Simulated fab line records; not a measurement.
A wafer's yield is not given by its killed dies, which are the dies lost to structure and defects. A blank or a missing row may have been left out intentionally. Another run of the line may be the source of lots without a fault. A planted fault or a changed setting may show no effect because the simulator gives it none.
Split-lot trial -- flow berkeleyCmos170 -- 23 wafers read across 5 lots, on a route 331 steps long

== ON THE SPLIT ==
At UCB170_PLDD_PEB_04, the setting pebTempC was moved away from the recipe's 130 C on 10 of the 23 wafers read, by -2.1% to +2.5%. The other wafers ran this setting at the recipe's value.

== THE PATH FROM SPLIT TO READING: the file shows 1 step between them ==
- UCB170_PLDD_DEVELOP_05: develop time 45 s

== THE READING ==
Shown in nm: cdNm at UCB170_PLDD_CD_MEAS_06, with target cd 1200 nm. Typical for fault-free wafers on this fab line: 1200.3 nm, with standard deviation 1.4 nm.

wafer,"tool, chamber at the split","pebTempC as run, C",against the recipe,"cdNm, nm",against lot-mates on the recipe
L076.2,"lithoTrack-02, 0",130,recipe,1201.0,-
L076.3,"lithoTrack-02, 0",130,recipe,1201.8,-
L076.4,"lithoTrack-02, 0",133.2,+2.5%,1219.9,+19.0
L076.5,"lithoTrack-02, 0",133.2,+2.5%,1219.2,+18.3
L076.6,"lithoTrack-02, 0",130,recipe,1200.0,-
L075.1,"lithoTrack-04, 0",130,recipe,1200.5,-
L075.3,"lithoTrack-04, 0",130,recipe,1201.7,-
L075.5,"lithoTrack-04, 0",130,recipe,1199.9,-
L078.1,"lithoTrack-04, 0",130,recipe,1201.1,-
L078.2,"lithoTrack-04, 0",127.3,-2.1%,1179.9,-21.2
L078.4,"lithoTrack-04, 0",130,recipe,1201.1,-
L078.5,"lithoTrack-04, 0",127.3,-2.1%,1180.0,-21.1
L078.6,"lithoTrack-04, 0",127.3,-2.1%,1180.2,-20.9
L080.1,"lithoTrack-02, 0",128,-1.5%,1186.5,-14.0
L080.2,"lithoTrack-02, 0",130,recipe,1200.4,-
L080.3,"lithoTrack-02, 0",128,-1.5%,1187.0,-13.5
L080.4,"lithoTrack-02, 0",130,recipe,1200.6,-
L080.5,"lithoTrack-02, 0",128,-1.5%,1185.7,-14.8
L084.1,"lithoTrack-04, 0",127.9,-1.6%,1182.9,-15.6
L084.2,"lithoTrack-04, 0",130,recipe,1199.0,-
L084.3,"lithoTrack-04, 0",130,recipe,1197.8,-
L084.5,"lithoTrack-04, 0",130,recipe,1198.7,-
L084.6,"lithoTrack-04, 0",127.9,-1.6%,1182.0,-16.5

FIT RESULTS
A straight line over all 23 wafers: cdNm changes by +8.98 nm for each +1% of pebTempC; r = +0.99; the points scatter about the line by 1.6 nm.
The same after taking each lot's own level away (the mean of its wafers on the recipe; 23 wafers): +8.89 nm for each +1%; r = +0.99; scatter 1.3 nm.
On that fit, the largest move of pebTempC shifts the reading by 22 nm.
Across the lots, their own levels run from 1198.50 to 1201.10 nm, a range of 1.9 times the standard deviation given above.
Hence the lot-to-lot level has little effect on the slope; both slopes agree.
Check: +21.9 nm against its lot-mates is what the line predicts for one of the wafers moved furthest among these (+2.5%) when that wafer is left out of the fit. Against them it came out at +19 nm.

== OTHER SPLITS ON THESE WAFERS ==
Other splits were also applied to these wafers ahead of the reading. Each is held against what the fit with the lots' levels taken away leaves over:
other split on the same wafers,wafers away from the commonest value,r with cdNm (lot level and that fit taken away)
UCB170_START_OXIDATION_02 oxTimeS,15,+0.34
UCB170_PWELL_CVD_05 tempC,18,+0.02
UCB170_WELLDRIVE_OXIDATION_01 oxTimeS,18,+0.11
UCB170_SCREENOX_OXIDATION_01 oxTimeS,10,-0.15
UCB170_NVT_IMPLANT_07 doseCm2,8,-0.16
UCB170_PVT_COAT_01 spinRpm,4,-0.12

== THE FILE'S OWN FIT ==
cdNm changes by +8.94 nm for each +1% of pebTempC, r = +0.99.
